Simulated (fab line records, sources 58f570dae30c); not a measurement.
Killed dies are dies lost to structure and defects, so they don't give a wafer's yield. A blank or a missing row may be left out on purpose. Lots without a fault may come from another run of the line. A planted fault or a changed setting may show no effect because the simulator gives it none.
One fault seen from 2 desks | flow berkeley_cmos170 | each desk has only its own numbers; what lay behind them comes last

THE TOOL OWNER'S DESK: rie_metal-01
The tool's own readings at UCB170_M1_METAL_ETCH_12 (etches Al in Cl2/BCl3, stops on PSG, target depth 780 nm, time 130 s): means of the sampled wafers that have a number, for each lot that ran on this tool. A lot is out of limits, marked OUT, if its mean lies more than 4 standard deviations from the usual mean; the brackets give that distance.
Columns: A = chamber_pressure_mTorr at UCB170_M1_METAL_ETCH_12, usual 12.002 mTorr; B = drypump_motor_current_A at UCB170_M1_METAL_ETCH_12, usual 5.7 A; C = he_backside_leak_sccm at UCB170_M1_METAL_ETCH_12, usual 3.36 sccm; D = oes_product_au at UCB170_M1_METAL_ETCH_12, usual 0.859 a.u.; E = throttle_valve_pct at UCB170_M1_METAL_ETCH_12, usual 24.3 %
lot  | first seen here | A      | B   | C    | D                | E
L890 | day 7 03:30     | 11.999 | 5.5 | 3.09 | 0.857            | 24.2
L891 | day 7 13:26     | 12.002 | 5.4 | 3.18 | 0.871            | 24.4
L901 | day 9 15:11     | 12.006 | 5.4 | 3.21 | 0.752 (-8.9) OUT | 24.5
L903 | day 9 22:35     | 11.994 | 5.4 | 3.41 | 0.749 (-9.1) OUT | 24.5
This desk's finding: out of limits on L901, L903; first on L901, day 9 15:11 (oes_product_au at UCB170_M1_METAL_ETCH_12). In limits: L890, L891.

THE METROLOGY DESK
What the gauges read, lot by lot, whatever tool the lot ran on: means of the sampled wafers that have a number. A lot is out of limits, marked OUT, if its mean lies more than 4 standard deviations from the usual mean; the brackets give that distance.
Columns: A = cd_nm at UCB170_PSD_CD_MEAS_06, usual 1200.2 nm; B = NSD_OVL at UCB170_NSD_OVL_MEAS_07, usual 6 nm; C = cd_nm at UCB170_M1_CD_MEAS_90, usual 698.7 nm
lot  | first seen here | A      | B  | C
L888 | day 6 08:02     | 1202.6 | 7  | 699.6
L889 | day 6 15:07     | 1199.1 | 5  | 699.4
L890 | day 6 15:22     | 1199.3 | 6  | 698.5
L891 | day 6 22:23     | 1198.8 | 8  | 695.2
L901 | day 9 01:59     | 1196.8 | 2  | 712.9 (+5.9) OUT
L903 | day 9 08:05     | 1200.0 | 5  | 713.5 (+6.2) OUT
L904 | day 9 23:19     | 1201.6 | 9  | 701.0
L906 | day 10 11:25    | 1201.6 | 4  | 698.6
L908 | day 10 11:41    | 1200.4 | 12 | 696.8
L910 | day 11 16:03    | 1200.8 | 4  | 697.1
L911 | day 11 16:30    | 1199.1 | 3  | 702.4
This desk's finding: out of limits on L901, L903; first on L901, day 9 15:25 (cd_nm at UCB170_M1_CD_MEAS_90). In limits: L888, L889, L890, L891, L904, L906, L908, L910, L911.

PUT TOGETHER
The tool owner's desk could have raised an alarm at day 9 15:11, on L901, L903.
The metrology desk could have raised an alarm at day 9 15:25, on L901, L903.
Of the lots named, all ran UCB170_M1_METAL_ETCH_12 on rie_metal-01.

WHAT THE SIMULATOR HAD PUT IN
Process parameter drift: rie_metal-01, from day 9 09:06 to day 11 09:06, at UCB170_M1_METAL_ETCH_12. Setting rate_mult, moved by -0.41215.
Lots struck among those shown: L901, L903.
Hours from the fault's start to each desk's first reading out of limits: the tool owner's desk, 6; the metrology desk, 6.
